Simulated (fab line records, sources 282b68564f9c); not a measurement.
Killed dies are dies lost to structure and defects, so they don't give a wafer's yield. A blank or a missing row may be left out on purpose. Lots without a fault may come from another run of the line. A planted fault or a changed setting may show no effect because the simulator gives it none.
A struck lot beside a sound one | flow rit_cmos | 15 steps out of a route of 202
Sound: wafers L980.3, L980.4, L980.5. Struck: wafer L987.4. (L987.1, L987.5 of the same lot were not struck and are left out.) The cause comes at the end.
At each step with rows: each side's tool, then ch and its chambers, then its first start. Under that, the readings that differ: sound wafers | struck wafers | difference of the means | sigmas: that difference in standard deviations of wafers without a fault.
alike: readings whose means differ by less than 2 such deviations, and words and numbers that are the same on both sides. not compared: withheld readings, readings that some wafer has no value for, bounds like >300 that may hide the same value, and numbers for which the record gives no deviation and whose values overlap.
The two part at a step that has a row with sigmas, a row that says differs or no value, or rows on one side only. Numbers that don't overlap but have no deviation are shown without sigmas and don't part them. A reading that every wafer of one side lacks parts them only if that side has two wafers or more.

first, 1 step without rows for these wafers: RIT_GATE_CVD_08 (deposits poly-Si from SiH4, target thk 250 nm, time 2220 s).
RIT_GATE_THK_MEAS_09:
  sound on film_metro-01, day 3 17:05; struck on film_metro-01, day 5 04:58
  alike: GATE_POLY_THK
then, 6 steps without rows for these wafers: RIT_GATE_HMDS_10 (prime time 60 s); RIT_GATE_COAT_11 (resist thk 850 nm); RIT_GATE_SOFTBAKE_12 (time 60 s); RIT_GATE_EXPOSE_13 (exposes mask M6, target cd 150 nm); RIT_GATE_PEB_14; RIT_GATE_DEVELOP_15 (develop time 50 s).
RIT_GATE_CD_MEAS_16: target cd 150 nm.
  sound on cd_sem-01, day 3 18:01; struck on cd_sem-02, day 5 06:05
  alike: cd_nm
RIT_GATE_OVL_MEAS_17:
  sound on overlay-02, day 3 18:07; struck on overlay-02, day 5 06:12
  alike: GATE_OVL
then, 1 step without rows for these wafers: RIT_GATE_HARDBAKE_18 (time 60 s).
RIT_GATE_ETCH_19: etches poly-Si in SF6/CHF3/O2, stops on SiO2, time 165 s, target depth 312.5 nm.
  sound on rie_si-01 ch 1,2, day 3 18:17; struck on rie_si-02 ch 0, day 5 06:23
  alike: O2_flow_sccm, SF6_flow_sccm, drypump_motor_current_A, oes_product_au, throttle_valve_pct
  not compared: rf_hours_counter_h
RIT_GATE_STRIP_20: strips in O2, time 180 s.
  sound on plasma_asher-03 ch 0,1, day 3 18:27; struck on plasma_asher-03 ch 1, day 5 06:30
  reading             | sound          | struck | difference | sigmas
  o2_flow_sccm (sccm) | 3988 3978 4004 | 4787   | +797       | +57
  alike: drypump_motor_current_A
  not compared: rf_hours_counter_h
RIT_GATE_CD_MEAS_90: target cd 150 nm.
  sound on cd_sem-02, day 3 18:37; struck on cd_sem-01, day 5 06:40
  alike: cd_nm
RIT_M1_PROBE_99:
  sound on prober-02, day 4 14:08; struck on prober-01, day 6 02:01
  reading            | sound | struck | difference | sigmas
  killed_at_contacts | 0 0 0 | 1      | +1         | +3
  alike: killed_at_M0_to_M3, killed_at_front_end, killed_dies, killed_open, killed_short

WHERE THEY PART
First at RIT_GATE_STRIP_20; last, within this record, at RIT_M1_PROBE_99.

WHY: what the simulator had put in
Process parameter drift: plasma_asher-03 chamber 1, from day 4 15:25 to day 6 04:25, at RIT_GATE_STRIP_20. Setting o2_flow_sccm, moved by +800, from 4000. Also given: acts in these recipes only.
